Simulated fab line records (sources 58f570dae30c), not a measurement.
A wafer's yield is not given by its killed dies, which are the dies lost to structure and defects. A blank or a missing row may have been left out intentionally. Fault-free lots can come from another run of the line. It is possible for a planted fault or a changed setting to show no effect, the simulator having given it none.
fab line records | flow berkeley-cmos170
[record] lots = 15 wafers = 45 last-day = 13
route steps=331 shown PFIELD@87 GATE@131 NLDD@167 BACKSIDE@202
lots with no fault: from the same line, run without faults
start-h: hours from the record's first day to the start of the lot's first wafer shown | wait-h: how many hours have passed since the lot's step before this one | " repeats the value in the row above | L1.1+2: a row that stands for several wafers | - either no value or no given start | * or withheld: withheld | < > ~ a bound
route shown NAME@n: a module of which the file shows steps, and the number in the route of the first | usual: average and standard deviation across the fault-free wafers | same: alike in all rows | chamber/n: place in a boat | sites: the reading at each site | _std_site: how widely they spread, as a standard deviation | _edge_site: the outer-site mean with the inner-site mean subtracted | radius-mm: for every site, how far away it sits from the centre of the wafer | mask NAME#n: copy n | behind: the tool/chamber that last shaped the wafer | hold: reason for holding the lot/hours on hold/outcome of the hold | device: which transistor (n, p or np) failed to switch | end of line: the same wafers' tests at the end of the route | for a step that has no rows: nothing shown but its recipe | killed: dies lost to structure and defects at the first sort, not the wafer's yield | map: dies across one wafer; x = killed, . = not, _ = none there
set.NAME: the setting the step ran with; set.NAME@STEP: the setting that earlier step ran with | model.NAME: the simulator's own value behind a step, which no gauge read
steps of the route over a sample of lots; a table a step, a row a wafer
services: when a tool's chamber went out of use (start-h, in hours from the record's first day, below 0 if earlier), for how many hours, and the reason
[[steps]]
[step UCB170_PFIELD_STRIP_08]
[recipe] chemistry = O2 power-w = 400 pressure-mtorr = 3500 platen-temp-c = withheld o2-flow-sccm = 400 overash-fraction = 0.5
[usual] drypump-motor-current-A = 5.86/0.26 o2-flow-sccm = 399.9/1.1 oes-product-au = 0.734/0.0046 strip-time-to-endpoint-s = 21.61/0.069
// columns lot.wafer tool chamber start-h wait-h drypump-motor-current-A o2-flow-sccm oes-product-au rf-hours-counter-h strip-time-to-endpoint-s
L217.3 plasma-asher-02 0 108.03 0.1 5.72 399.9 0.731 - 21.69
L217.4 " 1 " " 5.75 401.6 0.735 - 21.64
L217.5 " 1 " " 5.75 399.5 0.730 - 21.61
L222.1 plasma-asher-03 1 118.29 0.1 5.56 401.4 0.725 38 21.59
L222.4 " 0 " " 6.18 399.5 0.732 - 21.60
L222.6 " 1 " " 5.57 402.3 0.743 - 21.59
L220.1 plasma-asher-02 0 118.56 0.1 5.72 400.0 0.736 0 21.60
L220.5 " 1 " " 5.73 399.1 0.738 - 21.57
L220.6 " 0 " " 5.73 399.3 0.732 - 21.54
L223.1 plasma-asher-02 0 130.67 0.1 5.70 401.3 0.737 2 21.56
L223.3 " 1 " " 5.74 401.1 0.732 - 21.55
L223.4 " 0 " " 5.71 401.6 0.735 - 21.60
L226.1 plasma-asher-03 0 140.83 0.1 6.16 399.6 0.738 42 21.50
L226.2 " 1 " " 5.60 400.2 0.735 42 21.60
L226.4 " 1 " " 5.61 402.0 0.730 - 21.50
L225.1 plasma-asher-02 1 141.07 0.1 5.75 401.4 0.726 4 21.57
L225.4 " 1 " " 5.75 401.8 0.733 - 21.56
L225.5 " 0 " " 5.69 399.3 0.728 - 21.54
L227.2 plasma-asher-03 0 147.72 0.1 6.14 399.2 0.732 43 21.63
L227.4 " 0 " " 6.12 400.6 0.734 - 21.64
L227.6 " 0 " " 6.11 400.5 0.738 - 21.66
L228.1 plasma-asher-01 0 162.25 0.1 6.30 401.0 0.740 32 21.54
L228.5 " 1 " " 5.71 400.0 0.740 - 21.56
L228.6 " 0 " " 6.28 400.6 0.734 - 21.51
L231.2 plasma-asher-03 1 172.53 0.1 5.61 399.9 0.734 46 21.66
L231.3 " 1 " " 5.63 398.1 0.740 - 21.69
L231.6 " 0 " " 6.16 399.9 0.733 - 21.69
L232.1 plasma-asher-02 0 172.69 0.1 5.70 400.5 0.733 8 21.52
L232.2 " 1 " " 5.75 397.5 0.728 8 21.62
L232.6 " 0 " " 5.72 399.5 0.732 - 21.54
L236.1 plasma-asher-03 0 199.25 0.1 6.14 400.5 0.739 50 21.54
L236.3 " 1 " " 5.59 401.9 0.725 - 21.58
L236.5 " 1 " " 5.59 401.2 0.734 - 21.65
L237.1 plasma-asher-01 1 199.37 0.1 5.74 399.9 0.739 37 21.53
L237.2 " 0 " " 6.32 399.1 0.716 37 21.57
L237.5 " 1 " " 5.71 400.6 0.731 - 21.58
L238.1 plasma-asher-03 1 199.65 0.1 5.63 397.5 0.727 50 21.60
L238.4 " 1 " " 5.62 397.8 0.739 - 21.62
L238.6 " 0 " " 6.13 399.3 0.732 - 21.66
L240.3 plasma-asher-02 0 211.49 0.1 5.72 400.2 0.731 - 21.62
L240.5 " 0 " " 5.70 400.4 0.742 - 21.66
L240.6 " 1 " " 5.73 400.5 0.736 - 21.64
L239.1 plasma-asher-01 0 211.73 0.1 6.33 399.9 0.733 38 21.51
L239.3 " 1 " " 5.71 400.0 0.734 - 21.56
L239.5 " 0 " " 6.29 401.9 0.740 - 21.50
[step UCB170_GATE_THK_MEAS_05]
[recipe] reads = poly-Si_of_GATE_CVD_04
[usual] GATE_POLY_THK = 213.1/2.2
// columns lot.wafer tool chamber start-h wait-h GATE_POLY_THK[nm]
L217.3 film-metro-03 - 155.50 0.0 210.1
L217.4 " - " " 211.0
L217.5 " - " " 210.1
L222.1 film-metro-01 - 168.63 0.0 213.1
L222.4 " - " " 215.8
L222.6 " - " " 214.5
L220.1 film-metro-01 - 168.69 0.1 214.1
L220.5 " - " " 215.1
L220.6 " - " " 212.5
L223.1 film-metro-03 - 183.83 0.0 211.8
L223.3 " - " " 211.7
L223.4 " - " " 209.3
L225.1 film-metro-04 - 191.40 0.0 215.9
L225.4 " - " " 216.2
L225.5 " - " " 216.3
L226.1 film-metro-03 - 191.40 0.0 217.3
L226.2 " - " " 217.8
L226.4 " - " " 217.7
L227.2 film-metro-04 - 202.14 0.0 214.1
L227.4 " - " " 215.1
L227.6 " - " " 214.3
L228.1 film-metro-03 - 211.98 0.0 214.9
L228.5 " - " " 214.1
L228.6 " - " " 214.7
L232.1 film-metro-01 - 224.56 0.0 213.3
L232.2 " - " " 214.7
L232.6 " - " " 214.6
L231.2 film-metro-03 - 224.57 0.0 211.5
L231.3 " - " " 210.4
L231.6 " - " " 211.8
L236.1 film-metro-03 - 253.46 0.0 213.6
L236.3 " - " " 213.1
L236.5 " - " " 214.3
L237.1 film-metro-04 - 253.46 0.0 211.6
L237.2 " - " " 211.4
L237.5 " - " " 212.6
L238.1 film-metro-01 - 253.46 0.0 210.1
L238.4 " - " " 211.6
L238.6 " - " " 210.2
L239.1 film-metro-03 - 257.05 0.0 212.6
L239.3 " - " " 213.3
L239.5 " - " " 214.8
L240.3 film-metro-04 - 257.07 0.0 215.0
L240.5 " - " " 215.8
L240.6 " - " " 214.0
[step UCB170_NLDD_IMPLANT_09]
[recipe] species = As dose-cm2 = 5e+13 energy-kev = 30 tilt-deg = 7 rotation-deg = 180
[usual] beam-energy-keV = 30.001/0.0095
// columns lot.wafer tool chamber start-h wait-h beam-energy-keV
L217.3 implanter-03 0 161.82 0.1 29.991
L217.4 " 0 " " 30.007
L217.5 " 0 " " 30.012
L222.1 implanter-03 0 173.23 0.1 30.002
L222.4 " 0 " " 30.016
L222.6 " 0 " " 30.011
L220.1 implanter-01 0 174.70 0.1 30.003
L220.5 " 0 " " 30.026
L220.6 " 0 " " 29.994
L223.1 implanter-03 0 192.77 0.1 29.995
L223.3 " 0 " " 30.011
L223.4 " 0 " " 29.995
L226.1 implanter-01 0 197.98 0.1 30.000
L226.2 " 0 " " 30.004
L226.4 " 0 " " 30.012
L225.1 implanter-03 0 198.18 0.1 30.007
L225.4 " 0 " " 30.028
L225.5 " 0 " " 30.005
L227.2 implanter-01 0 207.70 0.1 29.989
L227.4 " 0 " " 29.979
L227.6 " 0 " " 29.978
L228.1 implanter-03 0 218.87 0.1 29.990
L228.5 " 0 " " 30.001
L228.6 " 0 " " 29.996
L232.1 implanter-01 0 230.70 0.1 29.995
L232.2 " 0 " " 30.001
L232.6 " 0 " " 29.994
L231.2 implanter-03 0 231.43 0.1 30.028
L231.3 " 0 " " 30.016
L231.6 " 0 " " 30.011
L238.1 implanter-01 0 260.53 0.1 30.011
L238.4 " 0 " " 29.995
L238.6 " 0 " " 29.997
L236.1 implanter-01 0 261.58 0.1 30.008
L236.3 " 0 " " 29.992
L236.5 " 0 " " 29.989
L237.1 implanter-01 0 261.88 0.1 30.006
L237.2 " 0 " " 30.012
L237.5 " 0 " " 30.006
L239.1 implanter-01 0 263.58 0.1 29.990
L239.3 " 0 " " 29.993
L239.5 " 0 " " 30.004
L240.3 implanter-01 0 264.18 0.1 30.007
L240.5 " 0 " " 30.007
L240.6 " 0 " " 30.000
[step UCB170_BACKSIDE_STRIP_03]
[recipe] chemistry = O2 power-w = 400 pressure-mtorr = 3500 platen-temp-c = withheld o2-flow-sccm = 400 overash-fraction = 0.5
[usual] drypump-motor-current-A = 5.88/0.26 o2-flow-sccm = 399.8/1.2 oes-product-au = 0.734/0.0047 strip-time-to-endpoint-s = 21.95/0.058
// columns lot.wafer tool chamber start-h wait-h drypump-motor-current-A o2-flow-sccm oes-product-au rf-hours-counter-h strip-time-to-endpoint-s
L217.3 plasma-asher-03 0 173.35 0.1 6.15 399.6 0.735 - 21.90
L217.4 " 1 " " 5.59 400.0 0.738 - 21.87
L217.5 " 1 " " 5.60 400.7 0.737 - 21.87
L222.1 plasma-asher-01 0 187.51 0.1 6.29 401.3 0.733 35 22.02
L222.4 " 0 " " 6.32 400.3 0.724 - 22.01
L222.6 " 1 " " 5.73 400.3 0.732 - 21.99
L220.1 plasma-asher-03 1 188.50 0.1 5.59 401.3 0.731 48 21.97
L220.5 " 0 " " 6.15 398.0 0.733 - 21.95
L220.6 " 1 " " 5.63 401.1 0.740 - 21.97
L223.1 plasma-asher-02 1 206.74 0.1 5.72 400.7 0.727 11 21.98
L223.3 " 0 " " 5.72 400.4 0.736 - 21.93
L223.4 " 1 " " 5.74 399.3 0.737 - 21.95
L226.1 plasma-asher-03 0 212.27 0.1 6.14 399.1 0.735 51 21.83
L226.2 " 1 " " 5.60 398.2 0.738 51 21.86
L226.4 " 0 " " 6.14 401.3 0.729 - 21.92
L225.1 plasma-asher-01 0 212.81 0.1 6.31 400.4 0.742 38 21.93
L225.4 " 0 " " 6.26 399.0 0.731 - 21.94
L225.5 " 1 " " 5.77 401.2 0.722 - 21.86
L227.2 plasma-asher-01 0 217.72 0.1 6.33 398.6 0.736 39 21.94
L227.4 " 1 " " 5.71 400.0 0.733 - 21.97
L227.6 " 0 " " 6.34 399.3 0.732 - 21.96
L228.1 plasma-asher-02 1 230.24 0.1 5.76 397.5 0.736 14 22.00
L228.5 " 0 " " 5.71 398.3 0.734 - 22.00
L228.6 " 1 " " 5.71 398.6 0.722 - 22.01
L231.2 plasma-asher-01 1 240.44 0.1 5.74 399.5 0.728 42 22.02
L231.3 " 1 " " 5.79 396.9 0.733 - 22.01
L231.6 " 0 " " 6.27 399.0 0.736 - 22.12
L232.1 plasma-asher-03 0 240.80 0.1 6.16 400.8 0.731 54 21.87
L232.2 " 1 " " 5.64 401.3 0.740 54 21.95
L232.6 " 0 " " 6.18 400.5 0.742 - 21.93
L236.1 plasma-asher-02 0 273.83 0.1 5.72 400.3 0.736 19 22.05
L236.3 " 0 " " 5.71 399.6 0.737 - 22.09
L236.5 " 0 " " 5.70 401.4 0.730 - 21.86
L238.1 plasma-asher-03 0 274.08 0.1 6.17 400.3 0.735 58 22.03
L238.4 " 1 " " 5.62 399.9 0.739 - 21.93
L238.6 " 0 " " 6.16 400.2 0.735 - 21.93
L239.1 plasma-asher-01 0 274.28 0.1 6.34 400.6 0.743 46 21.87
L239.3 " 1 " " 5.71 399.6 0.734 - 21.86
L239.5 " 0 " " 6.33 399.6 0.742 - 21.91
L237.1 plasma-asher-01 0 277.10 0.1 6.34 401.5 0.737 46 21.96
L237.2 " 1 " " 5.71 400.5 0.739 46 21.92
L237.5 " 1 " " 5.69 401.6 0.734 - 21.96
L240.3 plasma-asher-03 1 277.13 0.1 5.59 401.9 0.738 - 21.96
L240.5 " 0 " " 6.15 399.7 0.725 - 21.98
L240.6 " 1 " " 5.62 400.3 0.736 - 22.05
[step UCB170_SDANNEAL_RS_MEAS_05]
[recipe] thk-meas-gauge = four-point-probe
[usual] NLDD_RS = 616.5/1.7
// columns lot.wafer tool chamber start-h wait-h NLDD_RS[ohm/sq]
L217.3 film-metro-01 - 174.12 0.1 617.2
L217.4 " - " " 618.4
L217.5 " - " " 618.5
L222.1 film-metro-01 - 188.30 0.1 619.8
L222.4 " - " " 619.0
L222.6 " - " " 618.6
L220.1 film-metro-04 - 189.33 0.1 615.4
L220.5 " - " " 614.4
L220.6 " - " " 614.7
L223.1 film-metro-02 - 207.50 0.1 613.6
L223.3 " - " " 616.3
L223.4 " - " " 614.8
L226.1 film-metro-02 - 213.17 0.1 614.6
L226.2 " - " " 613.6
L226.4 " - " " 615.2
L225.1 film-metro-01 - 213.57 0.1 616.6
L225.4 " - " " 616.4
L225.5 " - " " 617.0
L227.2 film-metro-04 - 218.50 0.1 615.7
L227.4 " - " " 617.0
L227.6 " - " " 616.2
L228.1 film-metro-01 - 231.00 0.1 618.4
L228.5 " - " " 619.0
L228.6 " - " " 621.1
L231.2 film-metro-02 - 241.22 0.1 618.3
L231.3 " - " " 618.6
L231.6 " - " " 617.5
L232.1 film-metro-04 - 241.59 0.1 615.1
L232.2 " - " " 612.5
L232.6 " - " " 615.8
L236.1 film-metro-01 - 274.73 0.1 616.3
L236.3 " - " " 618.7
L236.5 " - " " 617.9
L238.1 film-metro-04 - 275.30 0.1 614.4
L238.4 " - " " 614.1
L238.6 " - " " 615.8
L239.1 film-metro-02 - 275.30 0.1 626.4
L239.3 " - " " 628.2
L239.5 " - " " 628.1
L237.1 film-metro-01 - 277.86 0.1 630.6
L237.2 " - " " 630.3
L237.5 " - " " 629.8
L240.3 film-metro-04 - 277.90 0.1 627.0
L240.5 " - " " 627.4
L240.6 " - " " 626.1
[[services]]
// columns tool chamber start-h hours kind
implanter-01 - 85.47 5.5 repair
plasma-asher-01 - 93.98 0.5 repair
plasma-asher-02 - 108.75 9.0 pm
plasma-asher-02 0 108.75 9.0 vent-cycle
plasma-asher-02 1 108.75 9.0 vent-cycle
plasma-asher-02 0 117.75 - clean
plasma-asher-02 1 117.75 - clean
plasma-asher-01 - 124.31 15.6 pm
plasma-asher-03 - 128.89 1.0 repair
implanter-01 - 183.65 1.3 repair
implanter-03 - 186.04 6.5 repair
plasma-asher-02 - 197.48 2.8 pm
implanter-01 - 217.69 2.0 repair
[[key]]
[first-sign] step = UCB170_SDANNEAL_RS_MEAS_05 reading = NLDD_RS direction = up sigmas = 7.1 usual = 616.5 struck = 628.2
effect none on later readings
met-at UCB170_NLDD_IMPLANT_09
struck-lots L237,L239,L240
tester-left-out L237,L239,L240
not-acting-at UCB170_PFIELD_STRIP_08,UCB170_GATE_THK_MEAS_05,UCB170_BACKSIDE_STRIP_03
onset-between 261.58 261.88
also-fits time
[fault] kind = process-parameter-drift tool = implanter-01 chamber = - onset-h = 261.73 steps = UCB170_NLDD_IMPLANT_09 channel = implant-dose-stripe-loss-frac offset = 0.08 shape = step end-h = 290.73
// tester-left-out: of these lots the tester's yield and bins aren't shown, on N5 and GAA mostly nor the transistor test; their killed dies are dies lost to structure and defects alone, not to doping, threshold or leakage, so they don't give the yield
